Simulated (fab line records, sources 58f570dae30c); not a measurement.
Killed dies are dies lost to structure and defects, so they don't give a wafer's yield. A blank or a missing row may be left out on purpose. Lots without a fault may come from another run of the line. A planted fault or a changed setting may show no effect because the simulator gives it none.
Split-lot experiment | flow berkeley_cmos170 | 5 lots, 23 wafers read, on a route of 331 steps

THE SPLIT
At UCB170_ACTIVE_PEB_11, the setting peb_temp_c was moved away from the recipe's 130 C on 7 of the 23 wafers read, by -1.2% to +0.8%. The other wafers ran this setting at the recipe's value.

FROM THE SPLIT TO THE READING: what the file shows between them, 4 steps
- UCB170_ACTIVE_DEVELOP_12: develop time 45 s
- UCB170_ACTIVE_CD_MEAS_13: target cd 1200 nm
- UCB170_ACTIVE_ETCH_15: etches Si3N4 in CH3F/Ar/O2, stops on SiO2, target depth 242 nm, time 151 s
- UCB170_ACTIVE_STRIP_16: strips in O2

THE READING
cd_nm, in nm, at UCB170_ACTIVE_CD_MEAS_90 (target cd 1200 nm). Fault-free wafers of this fab line usually give 1199.9 nm, standard deviation 1.2 nm.

wafer  | tool, chamber at the split | peb_temp_c as run, C | against the recipe | cd_nm, nm | against lot-mates on the recipe
L076.1 | litho_track-02, 0          | 130                  | recipe             | 1201.7    | -
L076.2 | litho_track-02, 0          | 128.6                | -1.1%              | 1211.3    | +9.4
L076.3 | litho_track-02, 0          | 130                  | recipe             | 1202.1    | -
L076.4 | litho_track-02, 0          | 128.6                | -1.1%              | 1212.3    | +10.4
L076.5 | litho_track-02, 0          | 128.6                | -1.1%              | 1210.8    | +8.9
L077.2 | litho_track-02, 0          | 128.4                | -1.2%              | 1210.1    | +11.8
L077.3 | litho_track-02, 0          | 130                  | recipe             | 1198.8    | -
L077.4 | litho_track-02, 0          | 130                  | recipe             | 1198.0    | -
L077.5 | litho_track-02, 0          | 130                  | recipe             | 1198.0    | -
L077.6 | litho_track-02, 0          | 128.4                | -1.2%              | 1210.4    | +12.1
L078.2 | litho_track-03, 0          | 131                  | +0.8%              | 1195.4    | -5.3
L078.3 | litho_track-03, 0          | 130                  | recipe             | 1202.7    | -
L078.4 | litho_track-03, 0          | 130                  | recipe             | 1201.2    | -
L078.5 | litho_track-03, 0          | 131                  | +0.8%              | 1193.0    | -7.7
L078.6 | litho_track-03, 0          | 130                  | recipe             | 1198.3    | -
L080.1 | litho_track-02, 0          | 130                  | recipe             | 1199.8    | -
L080.2 | litho_track-02, 0          | 130                  | recipe             | 1199.5    | -
L080.3 | litho_track-02, 0          | 130                  | recipe             | 1200.9    | -
L080.4 | litho_track-02, 0          | 130                  | recipe             | 1199.6    | -
L080.6 | litho_track-02, 0          | 130                  | recipe             | 1199.3    | -
L081.2 | litho_track-03, 0          | 130                  | recipe             | 1199.1    | -
L081.3 | litho_track-03, 0          | 130                  | recipe             | 1199.8    | -
L081.6 | litho_track-03, 0          | 130                  | recipe             | 1199.2    | -

THE FIT
A straight line over all 23 wafers: cd_nm changes by -9.18 nm for each +1% of peb_temp_c; r = -0.96; the points scatter about the line by 1.5 nm.
The same after taking each lot's own level away (the mean of its wafers on the recipe; 23 wafers): -9.12 nm for each +1%; r = -0.98; scatter 0.93 nm.
On that fit, the largest move of peb_temp_c shifts the reading by 11 nm.
The lots' own levels span 1198.27 to 1201.90 nm, that is 3.0 times the standard deviation above.
So the lot-to-lot level changes the slope little: the two slopes agree.
Check: with one of the wafers moved furthest among these (-1.2%) left out of the fit, the line predicts +11.2 nm for it against its lot-mates. It came out at +11.8 nm against them.

OTHER SPLITS ON THESE WAFERS
These wafers also went through other splits before the reading. Each is held against what the fit with the lots' levels taken away leaves over:
other split on the same wafers     | wafers away from the commonest value | r with cd_nm (lot level and that fit taken away)
UCB170_START_OXIDATION_02 temp_c   | 18                                   | +0.13
UCB170_NWELL_CVD_04 time_s         | 15                                   | -0.08
UCB170_NWELL_IMPLANT_14 energy_kev | 8                                    | -0.31

THE WHOLE CHAIN: every reading that the file lists as answering this split, in the file's order
step                     | what it does                                                               | reading                                                       | change (the file's fit)              | r (the file's)
UCB170_ACTIVE_CD_MEAS_13 | target cd 1200 nm                                                          | cd_nm                                                         | -9.26 nm for each +1% of the setting | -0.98
UCB170_ACTIVE_ETCH_15    | etches Si3N4 in CH3F/Ar/O2, stops on SiO2, target depth 242 nm, time 151 s | ACTIVE.cd_nm (the simulator's own value, which no gauge read) | -9.32 nm for each +1% of the setting | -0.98
UCB170_ACTIVE_CD_MEAS_90 | target cd 1200 nm                                                          | cd_nm                                                         | -9.22 nm for each +1% of the setting | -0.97

THE FILE'S OWN FIT
cd_nm changes by -9.22 nm for each +1% of peb_temp_c, r = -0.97.
